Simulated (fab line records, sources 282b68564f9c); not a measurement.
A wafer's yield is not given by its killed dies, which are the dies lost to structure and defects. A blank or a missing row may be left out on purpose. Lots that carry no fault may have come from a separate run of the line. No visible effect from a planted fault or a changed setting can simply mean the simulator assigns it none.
fab line records	flow ritCmos
record: lots: 7	wafers: 21	lastDay: 7
route steps=202 shown NRETRO@63 PRETRO@64 GATE@75 FOX2@80
lots with no fault: from the same line, run without faults
startH: hours from the record's first day to the start of the lot's first wafer shown	waitH: hours from the lot's prior step to this one	" same as the row above	L1.1+2: one row covering several wafers at once	- no value, or no start given	* or withheld: withheld	< > ~ a bound
route shown NAME@n: a module of which the file shows steps, and the number in the route of the first	usual: mean/standard deviation of fault-free wafers	same: alike in all rows	chamber/n: place in a boat	sites: the reading at each site	_std_site: the standard deviation of these	_edge_site: the outer-site mean with the inner-site mean subtracted	radiusMm: how far each site lies from the wafer's centre	mask NAME#n: copy n	behind: the most recent tool/chamber to have shaped the wafer	hold: why the lot was held/for how many hours/how that ended	device: the transistor (n, p or np) that didn't switch	end of line: tests of these same wafers at the route's end	a step given without rows: its recipe and nothing more	killed: at the first sort, the dies lost to defects and structure; wafer yield is something else	map: dies across one wafer; x = killed, . = not, _ = none there
set.NAME: the setting that was run; set.NAME@STEP: the one run at that earlier step	model.NAME: the simulator's own value behind a step, which no gauge read
a table for each step, a row for each wafer; lots at some steps of the route
services: a tool's chamber out of use, with start hour (startH, from the record's first day; less than 0 if before it), hours out, and reason
== steps ==
step: RIT_NRETRO_TW_MEAS_10
usual: NRETRO_TW: 1035/11
lot.wafer	tool	chamber	startH	waitH	NRETRO_TW
L608.1	filmMetro-04	-	50.77	0.1	1053
L608.5	"	-	"	"	1051
L608.6	"	-	"	"	1046
L611.3	filmMetro-03	-	64.31	0.1	1036
L611.5	"	-	"	"	1034
L611.6	"	-	"	"	1039
L612.2	filmMetro-01	-	70.44	0.1	1019
L612.3	"	-	"	"	1018
L612.4	"	-	"	"	1025
L615.1	filmMetro-04	-	84.48	0.1	1052
L615.3	"	-	"	"	1052
L615.6	"	-	"	"	1053
L621.1	filmMetro-01	-	114.41	0.1	1019
L621.2	"	-	"	"	1022
L621.5	"	-	"	"	1020
L625.1	filmMetro-03	-	134.68	0.1	1028
L625.3	"	-	"	"	1033
L625.6	"	-	"	"	1028
L627.1	filmMetro-01	-	144.38	0.1	1028
L627.3	"	-	"	"	1026
L627.4	"	-	"	"	1023
step: RIT_PRETRO_HMDS_00
recipe: primeTimeS: 60	primeTempC: 140
step: RIT_PRETRO_COAT_01
recipe: resist: NOVOLAK	spinRpm: 2000	resistThkNm: 1300
step: RIT_PRETRO_SOFTBAKE_02
recipe: resist: NOVOLAK	tempC: 90	timeS: 60
step: RIT_PRETRO_EXPOSE_03
recipe: maskId: M5	na: 0.57	targetCdNm: 43700	doseMj: 250
step: RIT_PRETRO_PEB_04
recipe: resist: NOVOLAK	tempC: withheld	timeS: withheld
step: RIT_PRETRO_DEVELOP_05
recipe: resist: NOVOLAK	developTimeS: 68	devTempC: 23
step: RIT_PRETRO_OVL_MEAS_06
usual: PRETRO_OVL: 0.8/1.2
lot.wafer	tool	chamber	startH	waitH	PRETRO_OVL[nm]
L608.1	overlay-01	-	51.89	-	0.5
L608.5	"	-	"	"	0.5
L608.6	"	-	"	"	3.7
L611.3	overlay-02	-	65.44	-	0.0
L611.5	"	-	"	"	0.0
L611.6	"	-	"	"	-0.4
L612.2	overlay-02	-	71.38	-	2.3
L612.3	"	-	"	"	3.8
L612.4	"	-	"	"	3.0
L615.1	overlay-02	-	85.55	-	0.2
L615.3	"	-	"	"	-1.8
L615.6	"	-	"	"	-0.6
L621.1	overlay-01	-	115.47	-	1.5
L621.2	"	-	"	"	1.5
L621.5	"	-	"	"	1.4
L625.1	overlay-01	-	135.75	-	1.3
L625.3	"	-	"	"	1.2
L625.6	"	-	"	"	1.9
L627.1	overlay-01	-	145.32	-	-0.3
L627.3	"	-	"	"	0.2
L627.4	"	-	"	"	-0.1
step: RIT_PRETRO_HARDBAKE_07
recipe: resist: NOVOLAK	tempC: 140	timeS: 120
step: RIT_PRETRO_IMPLANT_08
recipe: species: B	energyKev: 45	doseCm2: 1.2e+13	tiltDeg: 7
step: RIT_PRETRO_STRIP_09
recipe: chemistry: O2	timeS: 180	resist: NOVOLAK	platenTempC: withheld	powerW: 500	pressureMtorr: 4000	o2FlowSccm: 4000
usual: chamberPressureMTorr: 3999/3.7	drypumpMotorCurrentA: 5.4/0.45	rfReflPowerW: 6.6/1.2
lot.wafer	tool	chamber	startH	waitH	chamberPressureMTorr	drypumpMotorCurrentA	rfHoursCounterH	rfReflPowerW
L608.1	plasmaAsher-04	1	52.58	0.1	3993	4.7	43	8.1
L608.5	"	0	"	"	4002	6.2	-	6.0
L608.6	"	1	"	"	4000	4.7	-	8.0
L611.3	plasmaAsher-02	0	66.01	0.1	4000	5.9	-	4.4
L611.5	"	0	"	"	4005	5.9	-	4.7
L611.6	"	1	"	"	4001	5.5	-	7.9
L612.2	plasmaAsher-04	1	71.81	0.1	3998	4.8	45	8.1
L612.3	"	0	"	"	4006	6.3	-	6.4
L612.4	"	1	"	"	4008	4.7	-	8.5
L615.1	plasmaAsher-02	1	85.98	0.1	4004	5.5	26	7.9
L615.3	"	0	"	"	4001	5.9	-	4.5
L615.6	"	1	"	"	3996	5.5	-	8.0
L621.1	plasmaAsher-04	1	115.91	0.1	4002	4.7	50	8.0
L621.2	"	0	"	"	3999	6.2	50	6.0
L621.5	"	1	"	"	3997	4.7	-	7.4
L625.1	plasmaAsher-01	0	136.18	0.1	3981	5.4	2	7.1
L625.3	"	0	"	"	3997	5.4	-	7.3
L625.6	"	0	"	"	4002	5.4	-	7.1
L627.1	plasmaAsher-02	1	145.76	0.1	3997	5.5	32	8.1
L627.3	"	1	"	"	4002	5.5	-	8.2
L627.4	"	0	"	"	4003	5.9	-	4.2
step: RIT_PRETRO_TW_MEAS_10
usual: PRETRO_TW: 466.2/2.8
lot.wafer	tool	chamber	startH	waitH	PRETRO_TW
L608.1	filmMetro-02	-	52.75	0.1	469.1
L608.5	"	-	"	"	465.1
L608.6	"	-	"	"	466.7
L611.3	filmMetro-01	-	66.15	0.1	462.7
L611.5	"	-	"	"	463.6
L611.6	"	-	"	"	463.3
L612.2	filmMetro-01	-	71.99	0.1	465.5
L612.3	"	-	"	"	466.4
L612.4	"	-	"	"	464.8
L615.1	filmMetro-01	-	86.16	0.1	464.1
L615.3	"	-	"	"	464.3
L615.6	"	-	"	"	463.3
L621.1	filmMetro-03	-	116.08	0.1	466.4
L621.2	"	-	"	"	467.9
L621.5	"	-	"	"	466.3
L625.1	filmMetro-03	-	136.36	0.1	466.2
L625.3	"	-	"	"	468.3
L625.6	"	-	"	"	468.3
L627.1	filmMetro-03	-	145.93	0.1	464.8
L627.3	"	-	"	"	466.4
L627.4	"	-	"	"	468.3
step: RIT_GATE_WET_ETCH_00
recipe: chemistry: BOE	target: SiO2	targetDepthNm: 56	timeS: 60	dry: n2Spin	dilution: 10:1	tempC: 21.5
usual: runLengthS: 88/3.3
lot.wafer	tool	chamber	startH	waitH	runLengthS	model.SiO2_of_FOX2_OXIDATION_00.thkNm
L608.1	wetBench-02	0	52.81	0.1	92	261.8
L608.5	"	0	"	"	92	262.8
L608.6	"	0	"	"	92	263.4
L611.3	wetBench-02	1	66.19	0.0	65	301.2
L611.5	"	1	"	"	65	302.1
L611.6	"	1	"	"	65	303.2
L612.2	wetBench-02	0	72.04	0.0	64	296.5
L612.3	"	0	"	"	64	295.3
L612.4	"	0	"	"	64	297.1
L615.1	wetBench-02	2	86.22	0.1	58	304.8
L615.3	"	2	"	"	58	299.3
L615.6	"	2	"	"	58	301.2
L621.1	wetBench-04	2	116.14	0.1	85	260.8
L621.2	"	2	"	"	85	260.3
L621.5	"	2	"	"	85	264.1
L625.1	wetBench-04	0	136.42	0.1	85	274.8
L625.3	"	0	"	"	85	275.9
L625.6	"	0	"	"	85	279.6
L627.1	wetBench-04	1	145.99	0.1	86	271
L627.3	"	1	"	"	86	273
L627.4	"	1	"	"	86	263.9
step: RIT_GATE_CLEAN_01
recipe: chemistry: SC1	mix: 3:3:50	timeS: 600	tempC: 75
step: RIT_GATE_CLEAN_02
recipe: chemistry: dHF	dilution: 50:1	timeS: 30
step: RIT_GATE_CLEAN_03
recipe: chemistry: SC2	mix: 3:3:50	timeS: 600	tempC: 75	dry: n2Spin
step: RIT_GATE_CLEAN_04
recipe: chemistry: dHF	dilution: 50:1	timeS: 60	dry: n2Spin
step: RIT_FOX2_THK_MEAS_91
recipe: reads: SiO2_of_FOX2_OXIDATION_00
usual: FIELD_OXIDE_LEFT_2_THK: 255/6.3
lot.wafer	tool	chamber	startH	waitH	FIELD_OXIDE_LEFT_2_THK[nm]
L608.1	filmMetro-02	-	53.26	0.0	250
L608.5	"	-	"	"	251
L608.6	"	-	"	"	251
L611.3	filmMetro-01	-	66.64	0.0	289
L611.5	"	-	"	"	290
L611.6	"	-	"	"	291
L612.2	filmMetro-02	-	72.50	0.0	285
L612.3	"	-	"	"	283
L612.4	"	-	"	"	285
L615.1	filmMetro-04	-	86.64	0.0	293
L615.3	"	-	"	"	287
L615.6	"	-	"	"	289
L621.1	filmMetro-01	-	116.58	0.0	249
L621.2	"	-	"	"	248
L621.5	"	-	"	"	252
L625.1	filmMetro-04	-	136.83	0.0	263
L625.3	"	-	"	"	264
L625.6	"	-	"	"	268
L627.1	filmMetro-04	-	146.62	0.0	259
L627.3	"	-	"	"	261
L627.4	"	-	"	"	252
step: RIT_GATE_OXIDATION_05
recipe: tempC: 900	ambient: O2	targetThkA: 30	oxTimeS: 270
step: RIT_GATE_ANNEAL_06
recipe: tempC: 900	timeS: 600	ambient: N2O
step: RIT_GATE_CVD_08
recipe: material: poly-Si	targetThkNm: 250	tempC: 610	precursor: SiH4	timeS: 2220	pressureMtorr: 300	sih4FlowSccm: 100
step: RIT_GATE_HMDS_10
recipe: primeTimeS: 60	primeTempC: 140
step: RIT_GATE_COAT_11
recipe: resist: NOVOLAK	spinRpm: 4250	resistThkNm: 850
step: RIT_GATE_SOFTBAKE_12
recipe: resist: NOVOLAK	tempC: 90	timeS: 60
step: RIT_GATE_EXPOSE_13
recipe: maskId: M6	na: 0.6	sourceShape: conventional	sigmaOuter: 0.6	targetCdNm: 150	doseMj: 380
step: RIT_GATE_PEB_14
recipe: resist: NOVOLAK	tempC: withheld	timeS: withheld
step: RIT_GATE_DEVELOP_15
recipe: resist: NOVOLAK	developTimeS: 50	devTempC: 23
step: RIT_GATE_CD_MEAS_16
recipe: targetCdNm: 150
usual: cdNm: 149.6/2.2
lot.wafer	tool	chamber	startH	waitH	cdNm
L608.1	cdSem-01	-	57.77	-	149.3
L608.5	"	-	"	"	151.3
L608.6	"	-	"	"	150.7
L611.3	cdSem-02	-	71.13	-	147.9
L611.5	"	-	"	"	146.8
L611.6	"	-	"	"	149.0
L612.2	cdSem-02	-	76.48	-	145.6
L612.3	"	-	"	"	148.0
L612.4	"	-	"	"	148.0
L615.1	cdSem-02	-	91.24	-	151.0
L615.3	"	-	"	"	150.5
L615.6	"	-	"	"	150.6
L621.1	cdSem-02	-	121.48	-	149.2
L621.2	"	-	"	"	147.7
L621.5	"	-	"	"	150.6
L625.1	cdSem-02	-	141.09	-	149.1
L625.3	"	-	"	"	150.5
L625.6	"	-	"	"	150.4
L627.1	cdSem-02	-	151.36	-	147.7
L627.3	"	-	"	"	145.2
L627.4	"	-	"	"	147.6
step: RIT_GATE_OVL_MEAS_17
usual: GATE_OVL: 0.2/1.6
lot.wafer	tool	chamber	startH	waitH	GATE_OVL[nm]
L608.1	overlay-02	-	57.89	0.1	2.0
L608.5	"	-	"	"	1.4
L608.6	"	-	"	"	1.4
L611.3	overlay-01	-	71.22	0.1	1.1
L611.5	"	-	"	"	0.7
L611.6	"	-	"	"	1.3
L612.2	overlay-02	-	76.59	0.1	-0.8
L612.3	"	-	"	"	1.3
L612.4	"	-	"	"	0.6
L615.1	overlay-01	-	91.36	0.1	-0.5
L615.3	"	-	"	"	1.2
L615.6	"	-	"	"	0.6
L621.1	overlay-02	-	121.60	0.1	-1.0
L621.2	"	-	"	"	-1.2
L621.5	"	-	"	"	-1.2
L625.1	overlay-02	-	141.21	0.1	-0.9
L625.3	"	-	"	"	-1.5
L625.6	"	-	"	"	-1.0
L627.1	overlay-02	-	151.48	0.1	1.7
L627.3	"	-	"	"	2.8
L627.4	"	-	"	"	3.6
step: RIT_GATE_HARDBAKE_18
recipe: resist: NOVOLAK	tempC: 140	timeS: 60
step: RIT_GATE_ETCH_19
recipe: chemistry: SF6/CHF3/O2	timeS: 165	SF6_flow_sccm: 30	CHF3_flow_sccm: 30	O2_flow_sccm: 5	target: poly-Si	pressureMtorr: 40	rfW: 160	targetDepthA: 3125	overEtchFrac: 0.25	stopOn: SiO2
usual: O2_flow_sccm: 5.000/0.016	chamberPressureMTorr: 40.00/0.036	drypumpMotorCurrentA: 5.96/0.28	oesProductAu: 0.856/0.014	rfFwdPowerW: 159.3/0.54	runLengthS: 193.4/0.32	throttleValvePct: 10.20/0.075
same: overEtchFrac: 0.25
lot.wafer	tool	chamber	startH	waitH	O2_flow_sccm	chamberPressureMTorr	drypumpMotorCurrentA	oesProductAu	rfFwdPowerW	rfHoursCounterH	runLengthS	throttleValvePct	model.SiO2_of_FOX2_OXIDATION_00.thkNm
L608.1	rieSi-02	1	58.08	0.1	5.042	39.96	6.02	0.855	159.5	1	193.4	10.27	239.1
L608.5	"	2	"	"	4.986	39.99	5.86	0.865	158.5	-	193.1	10.18	240.1
L608.6	"	1	"	"	4.989	39.98	5.98	0.854	160.3	-	194.1	10.26	240.6
L611.3	rieSi-01	1	71.40	0.1	4.992	40.02	5.45	0.842	158.6	3	193.2	10.19	278.7
L611.5	"	1	"	"	4.990	39.98	5.45	0.841	159.5	-	193.2	10.19	279.5
L611.6	"	0	"	"	5.003	40.02	5.71	0.854	159.6	-	194.0	10.15	280.8
L612.2	rieSi-01	0	76.95	0.1	5.003	40.01	5.74	0.871	159.6	14	193.2	10.12	274
L612.3	"	3	"	"	5.015	39.99	6.18	0.851	159.1	143	193.4	10.10	272.4
L612.4	"	2	"	"	4.992	40.03	5.97	0.839	159.1	112	194.0	10.31	273.9
L615.1	rieSi-02	3	91.55	0.1	5.000	40.00	6.46	0.876	159.5	4	194.1	10.28	282.2
L615.3	"	2	"	"	4.984	39.96	5.86	0.893	158.6	1	192.9	10.20	276.4
L615.6	"	2	"	"	4.973	40.02	5.84	0.874	158.7	-	192.8	10.20	278.4
L621.1	rieSi-02	2	121.79	0.1	5.010	39.95	5.82	0.846	159.5	2	193.4	10.21	238.3
L621.2	"	3	"	"	4.994	40.01	6.46	0.864	158.6	4	194.1	10.27	237.7
L621.5	"	1	"	"	4.979	40.00	6.00	0.827	158.9	-	193.2	10.25	241.7
L625.1	rieSi-02	0	141.40	0.1	5.003	40.02	6.01	0.847	160.1	0	193.2	10.12	251.9
L625.3	"	1	"	"	5.003	40.01	5.98	0.861	158.8	2	193.4	10.28	253.3
L625.6	"	3	"	"	4.993	39.97	6.44	0.874	159.6	-	193.7	10.29	256.8
L627.1	rieSi-02	0	151.67	0.1	5.011	40.09	6.07	0.841	158.8	0	192.9	10.11	248.2
L627.3	"	1	"	"	5.000	39.99	6.01	0.848	159.8	2	193.6	10.25	250.5
L627.4	"	2	"	"	4.991	40.00	5.85	0.867	160.0	2	193.2	10.18	241
step: RIT_GATE_STRIP_20
recipe: chemistry: O2	timeS: 180	resist: NOVOLAK	platenTempC: withheld	powerW: 500	pressureMtorr: 4000	o2FlowSccm: 4000
usual: chamberPressureMTorr: 4000/3.4	drypumpMotorCurrentA: 5.6/0.66	rfReflPowerW: 6.6/0.96
lot.wafer	tool	chamber	startH	waitH	chamberPressureMTorr	drypumpMotorCurrentA	rfHoursCounterH	rfReflPowerW
L608.1	plasmaAsher-01	1	58.19	0.1	4001	5.1	43	6.0
L608.5	"	1	"	"	3998	5.0	-	6.0
L608.6	"	0	"	"	4001	5.4	-	7.1
L611.3	plasmaAsher-01	0	71.56	0.1	4002	5.4	-	7.0
L611.5	"	0	"	"	4001	5.4	-	7.0
L611.6	"	1	"	"	4002	5.0	-	6.0
L612.2	plasmaAsher-04	1	77.06	0.1	4000	4.7	45	7.8
L612.3	"	0	"	"	3999	6.2	-	6.2
L612.4	"	1	"	"	3997	4.7	-	8.5
L615.1	plasmaAsher-04	1	91.66	0.1	4000	4.7	47	8.1
L615.3	"	1	"	"	4000	4.7	-	7.9
L615.6	"	1	"	"	3998	4.7	-	8.2
L621.1	plasmaAsher-01	0	121.90	0.1	4001	5.4	0	7.0
L621.2	"	1	"	"	4002	5.0	0	6.0
L621.5	"	1	"	"	4005	5.0	-	5.8
L625.1	plasmaAsher-03	1	141.50	0.1	3997	6.5	51	5.2
L625.3	"	0	"	"	3993	5.6	-	6.9
L625.6	"	1	"	"	4000	6.6	-	5.2
L627.1	plasmaAsher-03	1	151.78	0.1	4001	6.6	52	5.3
L627.3	"	1	"	"	4002	6.6	-	5.4
L627.4	"	0	"	"	4004	5.6	-	7.1
== services ==
tool	chamber	startH	hours	kind
wetBench-04	-	55.09	1.2	repair
rieSi-02	-	75.80	1.2	repair
rieSi-01	2	79.38	5.0	repair
rieSi-01	3	84.62	4.9	repair
plasmaAsher-02	-	105.11	0.7	repair
plasmaAsher-01	-	108.85	9.0	pm
plasmaAsher-01	0	108.85	9.0	ventCycle
plasmaAsher-01	1	108.85	9.0	ventCycle
rieSi-02	0	111.21	6.5	repair
rieSi-02	0	117.69	-	clean
rieSi-02	0	117.69	18.6	scheduledDown
rieSi-02	0	117.69	18.6	ventCycle
plasmaAsher-01	0	117.85	-	clean
plasmaAsher-01	1	117.85	-	clean
rieSi-02	3	128.69	6.2	repair
rieSi-01	3	142.15	-	clean
rieSi-01	3	142.15	15.1	scheduledDown
rieSi-01	3	142.15	15.1	ventCycle
plasmaAsher-04	-	151.20	3.0	repair
== key ==
firstSign: step: RIT_GATE_WET_ETCH_00	reading: runLengthS	direction: down	sigmas: 7.9	usual: *	struck: *
effect: step: RIT_FOX2_THK_MEAS_91	reading: FIELD_OXIDE_LEFT_2_THK	direction: up	sigmas: 5.2	usual: 255	struck: 288
modelEffect: step: RIT_GATE_WET_ETCH_00	value: SiO2_of_FOX2_OXIDATION_00.thkNm	without: 272.7	struck: 300.1
modelEffect: step: RIT_GATE_ETCH_19	value: SiO2_of_FOX2_OXIDATION_00.thkNm	without: 250	struck: 277.4
metAt RIT_GATE_WET_ETCH_00
struckWafers L611.3,L611.5,L611.6,L612.2,L612.3,L612.4,L615.1,L615.3,L615.6
laterRowsLeftOut L611.3,L611.5,L611.6,L612.2,L612.3,L612.4,L615.1,L615.3,L615.6
sortLeftOut L611.3,L611.5,L611.6,L612.2,L612.3,L612.4,L615.1,L615.3,L615.6
testerLeftOut L611,L612,L615
onsetBetween 52.81 66.19
fault: kind: processParameterDrift	tool: wetBench-02	chamber: -	onsetH: 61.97	steps: RIT_GATE_WET_ETCH_00	channel: timeS	offset: *	shape: step	endH: 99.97	actsIn: *	stated: *
testerLeftOut: of these lots the tester's yield and bins aren't shown, on N5 and GAA mostly nor the transistor test; their killed dies are dies lost to structure and defects alone, not to doping, threshold or leakage, so they don't give the yield
sortLeftOut: the simulated sort isn't trusted on such a fault, so these wafers' sort isn't shown, and their yield isn't known
laterRowsLeftOut: the simulator's readings of these wafers behind a module that went badly wrong aren't trusted and aren't shown, but for the sort
